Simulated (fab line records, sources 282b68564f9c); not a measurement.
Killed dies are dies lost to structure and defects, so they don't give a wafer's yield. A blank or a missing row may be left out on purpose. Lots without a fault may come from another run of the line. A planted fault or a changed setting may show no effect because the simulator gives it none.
fab line records | flow rit_cmos
record lots=6 wafers=18 last_day=7
route steps=202 shown PLDD@159 NLDD@160 SILICIDE@161 CONTACT@168 M1@202
lots that met no fault: from a run of the same line without faults
start_h: hours from the record's first day to the start of the lot's first wafer shown | wait_h: hours since the lot's step before | " the same as in the row above | L1.1+2: a row that stands for several wafers | - no value, or no start given | * or withheld: withheld | < > ~ a bound
route shown NAME@n: a module of which the file shows steps, and the number in the route of the first | usual: mean/standard deviation of fault-free wafers | same: alike in all rows | chamber/n: place in a boat | sites: the reading at each site | _std_site: their standard deviation | _edge_site: outer sites' mean less inner sites' | radius_mm: how far each site lies from the wafer's centre | mask NAME#n: copy n | behind: the tool/chamber that last shaped the wafer | hold: why the lot was held/for how many hours/how that ended | device: the transistor (n, p or np) that didn't switch | end of line: the same wafers' tests at the end of the route | a step without rows: its recipe alone | killed: dies lost to structure and defects at the first sort, not the wafer's yield | map: a wafer's dies, x killed, . not, _ none there
set.NAME: the setting as run; set.NAME@STEP: as run at that earlier step | model.NAME: the simulator's own value behind a step, which no gauge read
lots at some steps of the route; a table a step, a row a wafer
services: from which hour (start_h, from the record's first day; less than 0 if before it) a tool's chamber was out of use, for how many hours, and why
## steps
# step RIT_SDANNEAL_RS_MEAS_06
# recipe thk_meas_gauge=four-point-probe
# usual PLDD_RS=178.7/0.5
# columns lot.wafer tool chamber start_h wait_h PLDD_RS[ohm/sq]
L395.3 film_metro-03 - 95.21 0.1 178.7
L395.4 " - " " 178.0
L395.6 " - " " 178.5
L396.1 film_metro-03 - 99.70 0.1 179.4
L396.2 " - " " 178.9
L396.5 " - " " 178.1
L398.1 film_metro-03 - 110.40 0.1 178.6
L398.4 " - " " 178.3
L398.5 " - " " 178.4
L400.3 film_metro-02 - 121.00 0.1 179.3
L400.4 " - " " 179.1
L400.6 " - " " 179.2
L406.1 film_metro-02 - 155.86 0.1 179.0
L406.2 " - " " 178.8
L406.5 " - " " 178.3
L408.3 film_metro-02 - 161.02 0.1 179.3
L408.4 " - " " 179.1
L408.5 " - " " 178.9
# step RIT_SDANNEAL_RS_MEAS_07
# recipe thk_meas_gauge=four-point-probe
# usual NLDD_RS=151.7/0.57
# columns lot.wafer tool chamber start_h wait_h NLDD_RS[ohm/sq]
L395.3 film_metro-03 - 95.33 0.1 151.0
L395.4 " - " " 151.3
L395.6 " - " " 151.5
L396.1 film_metro-03 - 99.82 0.1 150.5
L396.2 " - " " 151.2
L396.5 " - " " 151.6
L398.1 film_metro-03 - 110.52 0.1 151.5
L398.4 " - " " 151.3
L398.5 " - " " 151.4
L400.3 film_metro-02 - 121.12 0.1 152.1
L400.4 " - " " 152.5
L400.6 " - " " 152.2
L406.1 film_metro-02 - 155.98 0.1 151.6
L406.2 " - " " 151.8
L406.5 " - " " 151.6
L408.3 film_metro-02 - 161.14 0.1 151.8
L408.4 " - " " 151.5
L408.5 " - " " 151.9
# step RIT_SILICIDE_WET_ETCH_00
# recipe chemistry=BOE target=SiO2 target_depth_nm=14 time_s=15 dry=n2_spin dilution=10:1 temp_c=21.5
# step RIT_SILICIDE_SPUTTER_01
# recipe material=Ti target_thk_nm=30 power_w=361.4 chamber_pressure_pa=0.667 gas=Ar time_s=240 substrate_temp_c=25
# usual throttle_valve_pct=29.6/0.82
# columns lot.wafer tool chamber start_h wait_h throttle_valve_pct
L395.3 pvd_sputter-02 - 95.42 0.0 28.8
L395.4 " - " " 28.9
L395.6 " - " " 29.0
L396.1 pvd_sputter-03 - 99.96 0.0 28.6
L396.2 " - " " 30.6
L396.5 " - " " 28.6
L398.1 pvd_sputter-03 - 110.69 0.0 30.6
L398.4 " - " " 30.7
L398.5 " - " " 30.4
L400.3 pvd_sputter-03 - 121.21 0.0 30.6
L400.4 " - " " 30.7
L400.6 " - " " 30.6
L406.1 pvd_sputter-01 - 156.11 0.0 28.8
L406.2 " - " " 28.7
L406.5 " - " " 29.8
L408.3 pvd_sputter-03 - 161.27 0.0 30.2
L408.4 " - " " 30.8
L408.5 " - " " 28.5
# step RIT_SILICIDE_RS_MEAS_02
# recipe thk_meas_gauge=four-point-probe reads=Ti_of_SILICIDE_SPUTTER_01
# usual SILICIDE_TI_RS=46.0/0.51
# columns lot.wafer tool chamber start_h wait_h SILICIDE_TI_RS[ohm/sq]
L395.3 film_metro-04 - 95.61 0.1 45.5
L395.4 " - " " 45.9
L395.6 " - " " 45.9
L396.1 film_metro-02 - 100.11 0.1 46.8
L396.2 " - " " 46.4
L396.5 " - " " 46.8
L398.1 film_metro-04 - 110.84 0.1 45.9
L398.4 " - " " 45.5
L398.5 " - " " 45.5
L400.3 film_metro-04 - 121.40 0.1 46.2
L400.4 " - " " 46.1
L400.6 " - " " 45.7
L406.1 film_metro-04 - 156.26 0.1 46.2
L406.2 " - " " 45.4
L406.5 " - " " 44.8
L408.3 film_metro-01 - 161.46 0.1 45.3
L408.4 " - " " 45.4
L408.5 " - " " 45.9
# step RIT_SILICIDE_THK_MEAS_03
# recipe thk_meas_gauge=xrf reads=Ti_of_SILICIDE_SPUTTER_01
# usual SILICIDE_TI_THK=31.32/0.29
# columns lot.wafer tool chamber start_h wait_h SILICIDE_TI_THK[nm]
L395.3 film_metro-04 - 95.71 0.1 31.53
L395.4 " - " " 31.33
L395.6 " - " " 31.28
L396.1 film_metro-02 - 100.23 0.1 31.02
L396.2 " - " " 31.37
L396.5 " - " " 31.10
L398.1 film_metro-04 - 110.96 0.1 31.30
L398.4 " - " " 31.60
L398.5 " - " " 31.63
L400.3 film_metro-04 - 121.50 0.1 31.12
L400.4 " - " " 31.23
L400.6 " - " " 31.38
L406.1 film_metro-04 - 156.38 0.1 30.99
L406.2 " - " " 31.50
L406.5 " - " " 31.75
L408.3 film_metro-01 - 161.56 0.1 31.75
L408.4 " - " " 31.69
L408.5 " - " " 31.30
# step RIT_SILICIDE_RTA_04
# recipe temp_c=650 time_s=10 idle_temp_c=25 ramp_up_s=5 ramp_down_s=5 cool_to_c=25 ambient=N2
# usual wafer_temp_C_max=653.8/0.89
# columns lot.wafer tool chamber start_h wait_h wafer_temp_C_max
L395.3 rtp_anneal-01 0 95.77 0.1 653.8
L395.4 " 0 " " 654.4
L395.6 " 0 " " 654.8
L396.1 rtp_anneal-02 0 100.29 0.1 652.8
L396.2 " 0 " " 652.5
L396.5 " 0 " " 653.3
L398.1 rtp_anneal-02 0 111.02 0.1 652.9
L398.4 " 0 " " 653.0
L398.5 " 0 " " 652.4
L400.3 rtp_anneal-02 0 121.57 0.1 653.7
L400.4 " 0 " " 654.4
L400.6 " 0 " " 653.4
L406.1 rtp_anneal-02 0 156.44 0.1 653.1
L406.2 " 0 " " 653.6
L406.5 " 0 " " 653.2
L408.3 rtp_anneal-01 0 161.62 0.1 653.5
L408.4 " 0 " " 653.4
L408.5 " 0 " " 655.3
# step RIT_SILICIDE_WET_ETCH_05
# recipe chemistry=SPM target=Ti temp_c=90 time_s=120 dry=n2_spin
# step RIT_SILICIDE_RTA_06
# recipe temp_c=750 time_s=10 idle_temp_c=25 ramp_up_s=5 ramp_down_s=10 cool_to_c=25 ambient=N2
# usual wafer_temp_C_max=754.5/1.1
# columns lot.wafer tool chamber start_h wait_h wafer_temp_C_max
L395.3 rtp_anneal-02 0 95.88 0.0 753.4
L395.4 " 0 " " 754.9
L395.6 " 0 " " 753.1
L396.1 rtp_anneal-01 0 100.39 0.0 756.9
L396.2 " 0 " " 755.5
L396.5 " 0 " " 755.5
L398.1 rtp_anneal-01 0 111.13 0.0 754.6
L398.4 " 0 " " 753.2
L398.5 " 0 " " 754.3
L400.3 rtp_anneal-01 0 121.67 0.0 754.1
L400.4 " 0 " " 755.1
L400.6 " 0 " " 755.2
L406.1 rtp_anneal-01 0 156.55 0.0 757.0
L406.2 " 0 " " 757.0
L406.5 " 0 " " 754.8
L408.3 rtp_anneal-02 0 161.73 0.0 754.0
L408.4 " 0 " " 753.3
L408.5 " 0 " " 754.5
# step RIT_CONTACT_CVD_00
# recipe material=SiO2 target_thk_nm=400 precursor=TEOS temp_c=390 time_s=61 rf_w=400
# usual heater_power_w=328/45
# columns lot.wafer tool chamber start_h wait_h heater_power_w
L395.3 pecvd-02 0 95.93 0.0 374
L395.4 " 0 " " 391
L395.6 " 1 " " 324
L396.1 pecvd-04 0 100.46 0.1 341
L396.2 " 1 " " 257
L396.5 " 1 " " 278
L398.1 pecvd-02 2 111.20 0.1 238
L398.4 " 1 " " 260
L398.5 " 0 " " 403
L400.3 pecvd-03 0 121.72 0.0 308
L400.4 " 1 " " 297
L400.6 " 2 " " 379
L406.1 pecvd-03 2 156.62 0.1 350
L406.2 " 1 " " 359
L406.5 " 1 " " 261
L408.3 pecvd-04 2 161.77 0.0 352
L408.4 " 0 " " 367
L408.5 " 2 " " 361
# step RIT_CONTACT_THK_MEAS_01
# recipe reads=SiO2_of_CONTACT_CVD_00
# usual CONTACT_TEOS_THK=400/4.6
# columns lot.wafer tool chamber start_h wait_h CONTACT_TEOS_THK[nm]
L395.3 film_metro-02 - 96.00 0.0 397
L395.4 " - " " 403
L395.6 " - " " 402
L396.1 film_metro-03 - 100.51 0.0 402
L396.2 " - " " 400
L396.5 " - " " 406
L398.1 film_metro-03 - 111.25 0.0 398
L398.4 " - " " 407
L398.5 " - " " 405
L400.3 film_metro-02 - 121.79 0.0 399
L400.4 " - " " 401
L400.6 " - " " 399
L406.1 film_metro-02 - 156.67 0.0 400
L406.2 " - " " 396
L406.5 " - " " 403
L408.3 film_metro-03 - 161.84 0.0 394
L408.4 " - " " 397
L408.5 " - " " 396
# step RIT_CONTACT_HMDS_02
# recipe prime_time_s=60 prime_temp_c=140
# step RIT_CONTACT_COAT_03
# recipe resist=NOVOLAK spin_rpm=3250 resist_thk_nm=1000
# columns lot.wafer tool chamber start_h wait_h model.NOVOLAK_of_CONTACT_COAT_03.thk_nm
L395.3 litho_track-04 0 96.24 0.1 1005
L395.4 " 0 " " 1007
L395.6 " 0 " " 1002
L396.1 litho_track-03 0 100.72 0.1 997.7
L396.2 " 0 " " 997.3
L396.5 " 0 " " 999.9
L398.1 litho_track-03 0 111.46 0.1 886
L398.4 " 0 " " 886.7
L398.5 " 0 " " 882.2
L400.3 litho_track-03 0 122.03 0.1 889
L400.4 " 0 " " 889.3
L400.6 " 0 " " 887.6
L406.1 litho_track-01 0 156.88 0.1 998.5
L406.2 " 0 " " 999.9
L406.5 " 0 " " 1000
L408.3 litho_track-04 0 162.08 0.1 1003
L408.4 " 0 " " 1005
L408.5 " 0 " " 1004
# step RIT_CONTACT_SOFTBAKE_04
# recipe resist=NOVOLAK temp_c=90 time_s=60
# step RIT_CONTACT_EXPOSE_05
# recipe mask_id=M11 na=0.6 source_shape=conventional sigma_outer=0.5 target_cd_nm=1000 dose_mj=250
# step RIT_CONTACT_PEB_06
# recipe resist=NOVOLAK temp_c=withheld time_s=withheld
# step RIT_CONTACT_DEVELOP_07
# recipe resist=NOVOLAK develop_time_s=123.9 dev_temp_c=23
# usual developer_temp_C=23.00/0.11
# columns lot.wafer tool chamber start_h wait_h developer_temp_C model.CONTACT.cd_nm
L395.3 litho_track-01 0 - - 23.19 996.7
L395.4 " 0 " " 23.01 996.6
L395.6 " 0 " " 23.14 997.1
L396.1 litho_track-01 0 - - 22.75 1002
L396.2 " 0 " " 22.86 1002
L396.5 " 0 " " 22.87 1001
L398.1 litho_track-03 0 - - 23.08 1011
L398.4 " 0 " " 22.99 1009
L398.5 " 0 " " 23.06 1009
L400.3 litho_track-04 0 - - 23.08 1008
L400.4 " 0 " " 23.30 1007
L400.6 " 0 " " 22.94 1008
L406.1 litho_track-04 0 - - 22.93 1000
L406.2 " 0 " " 22.89 998.6
L406.5 " 0 " " 22.90 1001
L408.3 litho_track-01 0 - - 22.97 994.9
L408.4 " 0 " " 22.97 993.6
L408.5 " 0 " " 23.06 996.9
# step RIT_CONTACT_CD_MEAS_08
# recipe target_cd_nm=1000
# usual cd_nm=999.4/2.1
# columns lot.wafer tool chamber start_h wait_h cd_nm
L395.3 cd_sem-01 - 97.18 - 996.8
L395.4 " - " " 996.5
L395.6 " - " " 996.9
L396.1 cd_sem-02 - 101.57 - 1001.6
L396.2 " - " " 1001.4
L396.5 " - " " 1001.4
L398.1 cd_sem-01 - 112.40 - 1011.4
L398.4 " - " " 1008.4
L398.5 " - " " 1009.4
L400.3 cd_sem-01 - 122.96 - 1008.1
L400.4 " - " " 1006.5
L400.6 " - " " 1008.1
L406.1 cd_sem-01 - 157.82 - 1000.0
L406.2 " - " " 998.7
L406.5 " - " " 1000.9
L408.3 cd_sem-02 - 163.01 - 994.7
L408.4 " - " " 993.7
L408.5 " - " " 997.0
# step RIT_CONTACT_OVL_MEAS_09
# usual CONTACT_OVL=1.5/1.8
# columns lot.wafer tool chamber start_h wait_h CONTACT_OVL[nm]
L395.3 overlay-01 - 97.27 0.1 2.4
L395.4 " - " " 1.6
L395.6 " - " " 3.0
L396.1 overlay-01 - 101.69 0.1 1.8
L396.2 " - " " 2.1
L396.5 " - " " 3.1
L398.1 overlay-01 - 112.52 0.1 0.2
L398.4 " - " " -0.5
L398.5 " - " " 2.1
L400.3 overlay-02 - 123.05 0.1 1.8
L400.4 " - " " 1.8
L400.6 " - " " -0.3
L406.1 overlay-02 - 157.94 0.1 0.8
L406.2 " - " " 0.4
L406.5 " - " " 1.1
L408.3 overlay-01 - 163.11 0.1 -0.6
L408.4 " - " " -0.5
L408.5 " - " " 0.6
# step RIT_CONTACT_HARDBAKE_10
# recipe resist=NOVOLAK temp_c=140 time_s=60
# step RIT_CONTACT_ETCH_11
# recipe target_depth_a=4800 over_etch_frac=0.2 stop_on=TiSi2 chemistry=CHF3/CF4/Ar target=SiO2 CHF3_flow_sccm=50 cf4_flow_sccm=10 Ar_flow_sccm=100 O2_flow_sccm=5 pressure_mtorr=100 rf_w=200 time_s=320
# usual CHF3_flow_sccm=50.01/0.16 drypump_motor_current_A=5.7/0.4 oes_product_au=0.990/0.0099 throttle_valve_pct=8.86/0.11
# columns lot.wafer tool chamber start_h wait_h CHF3_flow_sccm drypump_motor_current_A oes_product_au rf_hours_counter_h throttle_valve_pct model.NOVOLAK_of_CONTACT_COAT_03.thk_nm model.CONTACT.cd_nm
L395.3 rie_diel-01 3 97.45 0.1 50.15 5.7 1.004 3 9.04 772 996.9
L395.4 " 0 " " 50.03 5.6 0.995 46 8.90 775 996.6
L395.6 " 2 " " 49.70 5.0 0.984 - 8.94 769.5 997.3
L396.1 rie_diel-03 2 101.88 0.1 50.04 5.5 1.005 70 8.76 766.9 1001
L396.2 " 3 " " 49.58 5.9 0.978 85 8.81 767.2 1002
L396.5 " 1 " " 50.13 6.2 0.990 - 8.83 770.8 1001
L398.1 rie_diel-02 2 112.71 0.1 49.81 5.9 0.997 138 8.78 667.7 1011
L398.4 " 1 " " 50.01 5.9 0.978 98 8.93 668.6 1008
L398.5 " 2 " " 50.13 5.9 0.999 - 8.76 665.8 1009
L400.3 rie_diel-03 3 123.23 0.1 49.98 5.9 0.983 86 8.81 672.1 1008
L400.4 " 1 " " 50.04 6.2 0.996 3 8.81 672.6 1007
L400.6 " 2 " " 49.91 5.5 1.005 - 8.76 671.1 1008
L406.1 rie_diel-02 1 158.13 0.1 49.99 5.9 0.981 98 8.93 767.1 1000
L406.2 " 3 " " 50.19 6.3 0.992 41 9.01 766.9 998.9
L406.5 " 1 " " 49.90 5.9 0.986 - 8.92 768.9 1001
L408.3 rie_diel-03 2 163.28 0.1 49.99 5.5 1.005 71 8.78 772.2 994.7
L408.4 " 1 " " 50.11 6.3 0.998 4 8.82 773.1 993.9
L408.5 " 2 " " 49.72 5.5 0.998 - 8.79 774.4 996.9
# step RIT_CONTACT_STRIP_12
# recipe chemistry=O2 time_s=180 resist=NOVOLAK platen_temp_c=withheld power_w=500 pressure_mtorr=4000 o2_flow_sccm=4000
# usual drypump_motor_current_A=5.49/0.26 o2_flow_sccm=3999/12
# columns lot.wafer tool chamber start_h wait_h drypump_motor_current_A o2_flow_sccm rf_hours_counter_h
L395.3 plasma_asher-01 0 97.70 0.2 5.37 4023 -
L395.4 " 1 " " 5.26 3997 -
L395.6 " 0 " " 5.38 4008 -
L396.1 plasma_asher-03 0 102.07 0.1 5.94 3983 46
L396.2 " 1 " " 5.38 4022 46
L396.5 " 0 " " 6.01 3996 -
L398.1 plasma_asher-03 0 112.90 0.1 6.00 4008 47
L398.4 " 1 " " 5.39 4001 -
L398.5 " 1 " " 5.41 4005 -
L400.3 plasma_asher-03 1 123.48 0.2 5.39 4012 -
L400.4 " 0 " " 5.96 4005 -
L400.6 " 1 " " 5.40 4027 -
L406.1 plasma_asher-03 1 158.32 0.1 5.42 3990 51
L406.2 " 0 " " 5.99 4026 51
L406.5 " 0 " " 5.94 3995 -
L408.3 plasma_asher-03 1 163.53 0.2 5.41 3998 -
L408.4 " 0 " " 6.00 3988 -
L408.5 " 0 " " 5.97 3990 -
# step RIT_M1_PROBE_99
# usual killed_at_front_end=7/3.1 killed_dies=7/3.1 killed_open=3.6/2 killed_short=3.5/2
# same gross_dies=264 killed_at_M0_to_M3=0 killed_at_M4_up=0 killed_at_back_side=0 killed_at_contacts=0 killed_at_other=0
# columns lot.wafer tool chamber start_h wait_h killed_at_front_end killed_dies killed_open killed_short model.etest.contact_to_gate.bv_left_v model.etest.contact_to_gate.bv_right_v
L395.3 prober-01 - 102.62 0.2 12 12 4 8 92.06 90.64
L395.4 prober-01 - 102.67 0.2 10 10 5 5 92.65 92.11
L395.6 prober-01 - 102.77 0.2 11 11 4 7 90.81 90.87
L396.1 prober-02 - 107.30 0.1 7 7 4 3 89.88 89.97
L396.2 prober-02 - 107.35 0.1 7 7 3 4 92.35 90.09
L396.5 prober-02 - 107.50 0.2 7 7 3 4 92.19 88.6
L398.1 prober-02 - 117.61 0.1 3 3 2 1 86.31 85.73
L398.4 prober-02 - 117.76 0.2 2 2 0 2 89.22 89.29
L398.5 prober-02 - 117.81 0.2 10 10 3 7 87.21 88.01
L400.3 prober-02 - 128.95 0.2 4 4 2 2 86.92 88.66
L400.4 prober-02 - 129.00 0.2 12 12 6 6 86.38 86.01
L400.6 prober-02 - 129.10 0.2 4 4 2 2 88.43 85.03
L406.1 prober-02 - 163.56 0.1 3 3 1 2 91.26 90.32
L406.2 prober-02 - 163.61 0.1 8 8 5 3 91.81 95.9
L406.5 prober-02 - 163.76 0.2 4 4 1 3 92.56 93.74
L408.3 prober-02 - 168.27 0.2 5 5 4 1 89.76 90.62
L408.4 prober-02 - 168.32 0.2 3 3 0 3 92.1 91.65
L408.5 prober-02 - 168.37 0.2 7 7 3 4 89.69 91.37
# killed by level:class
L395.3 FOX1:geometric_particle:open=3 GATE:geometric_particle:short=2 SPACER:geometric_particle:short=2 SILICIDE:geometric_particle:short=2 FOX2:geometric_particle:short=1 GATE:geometric_particle:open=1 REOX:geometric_particle:short=1
L395.4 GATE:geometric_particle:open=2 SILICIDE:geometric_particle:short=2 FOX1:geometric_particle:open=1 FOX2:geometric_particle:short=1 FOX2:geometric_particle:open=1 GATE:geometric_particle:short=1 SPACER:geometric_particle:open=1 SPACER:geometric_particle:short=1
L395.6 FOX1:geometric_particle:short=3 FOX1:geometric_particle:open=2 GATE:geometric_particle:short=2 FOX2:geometric_particle:open=1 FOX2:geometric_particle:short=1 GATE:geometric_particle:open=1 SPACER:geometric_particle:short=1
L396.1 FOX1:geometric_particle:short=2 FOX2:geometric_particle:open=1 GATE:geometric_particle:open=1 REOX:geometric_particle:short=1 REOX:geometric_particle:open=1 SILICIDE:geometric_particle:open=1
L396.2 SILICIDE:geometric_particle:open=2 FOX1:geometric_particle:open=1 FOX2:geometric_particle:short=1 GATE:geometric_particle:short=1 REOX:geometric_particle:short=1 SILICIDE:geometric_particle:short=1
L396.5 GATE:geometric_particle:short=2 FOX1:geometric_particle:short=1 GATE:geometric_particle:open=1 REOX:geometric_particle:open=1 SPACER:geometric_particle:short=1 SILICIDE:geometric_particle:open=1
L398.1 REOX:geometric_particle:open=2 SILICIDE:geometric_particle:short=1
L398.4 GATE:geometric_particle:short=1 SILICIDE:geometric_particle:short=1
L398.5 FOX1:geometric_particle:short=4 FOX1:geometric_particle:open=1 FOX2:geometric_particle:short=1 FOX2:geometric_particle:open=1 GATE:geometric_particle:short=1 REOX:geometric_particle:open=1 SILICIDE:geometric_particle:short=1
L400.3 FOX1:geometric_particle:short=1 FOX2:geometric_particle:open=1 GATE:geometric_particle:open=1 SPACER:geometric_particle:short=1
L400.4 SPACER:geometric_particle:open=5 GATE:geometric_particle:short=4 SPACER:geometric_particle:short=2 REOX:geometric_particle:open=1
L400.6 REOX:geometric_particle:open=2 GATE:geometric_particle:short=1 SPACER:geometric_particle:short=1
L406.1 GATE:geometric_particle:short=1 SPACER:geometric_particle:short=1 SPACER:geometric_particle:open=1
L406.2 FOX1:geometric_particle:open=3 FOX1:geometric_particle:short=2 GATE:geometric_particle:short=1 GATE:geometric_particle:open=1 REOX:geometric_particle:open=1
L406.5 SPACER:geometric_particle:short=2 FOX1:geometric_particle:short=1 SPACER:geometric_particle:open=1
L408.3 GATE:geometric_particle:open=2 REOX:geometric_particle:open=1 SILICIDE:geometric_particle:open=1 SILICIDE:geometric_particle:short=1
L408.4 GATE:geometric_particle:short=2 SILICIDE:geometric_particle:short=1
L408.5 GATE:geometric_particle:open=2 SILICIDE:geometric_particle:short=2 GATE:geometric_particle:short=1 SPACER:geometric_particle:short=1 SILICIDE:geometric_particle:open=1
## services
# columns tool chamber start_h hours kind
rie_diel-01 1 74.32 3.9 repair
rie_diel-02 - 74.91 2.8 pm
plasma_asher-01 - 77.77 2.8 pm
rie_diel-03 0 93.90 - clean
rie_diel-03 0 93.90 16.7 scheduled_down
rie_diel-03 0 93.90 16.7 vent_cycle
plasma_asher-01 - 108.75 9.0 pm
plasma_asher-01 0 108.75 9.0 vent_cycle
plasma_asher-01 1 108.75 9.0 vent_cycle
rie_diel-01 - 115.18 2.8 pm
pvd_sputter-01 - 117.17 1.0 repair
plasma_asher-01 0 117.75 - clean
plasma_asher-01 1 117.75 - clean
rie_diel-02 0 121.05 3.6 repair
pecvd-04 0 138.70 4.1 repair
plasma_asher-03 - 142.47 3.9 repair
pvd_sputter-03 - 145.05 0.9 repair
rie_diel-01 2 156.34 7.4 repair
rtp_anneal-02 - 158.43 1.0 pm
## key
first_sign step=RIT_CONTACT_CD_MEAS_08 reading=cd_nm direction=up sigmas=4.4 usual=999.4 struck=1008.7 through=control_loop
effect none on later readings
model_effect step=RIT_CONTACT_COAT_03 value=NOVOLAK_of_CONTACT_COAT_03.thk_nm without=1001 struck=886.8
model_effect step=RIT_CONTACT_DEVELOP_07 value=CONTACT.cd_nm without=998.4 struck=1009
model_effect step=RIT_CONTACT_ETCH_11 value=NOVOLAK_of_CONTACT_COAT_03.thk_nm without=769.9 struck=669.6
model_effect step=RIT_M1_PROBE_99 value=etest.contact_to_gate.bv_left_v without=89.97 struck=87.41
met_at RIT_CONTACT_COAT_03
struck_wafers L398.1,L398.4,L398.5,L400.3,L400.4,L400.6
tester_left_out L398,L400
loop_trim step=RIT_CONTACT_EXPOSE_05 setting=dose lots=L400
onset_between 100.72 111.46
fault kind=process_parameter_drift tool=litho_track-03 chamber=- onset_h=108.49 steps=RIT_CONTACT_COAT_03 channel=resist_thk_nm offset=-114.37 shape=step end_h=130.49 acts_in=these_recipes_only stated=1000
# tester_left_out: of these lots the tester's yield and bins aren't shown, on N5 and GAA mostly nor the transistor test; their killed dies are dies lost to structure and defects alone, not to doping, threshold or leakage, so they don't give the yield
# loop_trim: a control loop set the setting to another value than it would have without faults
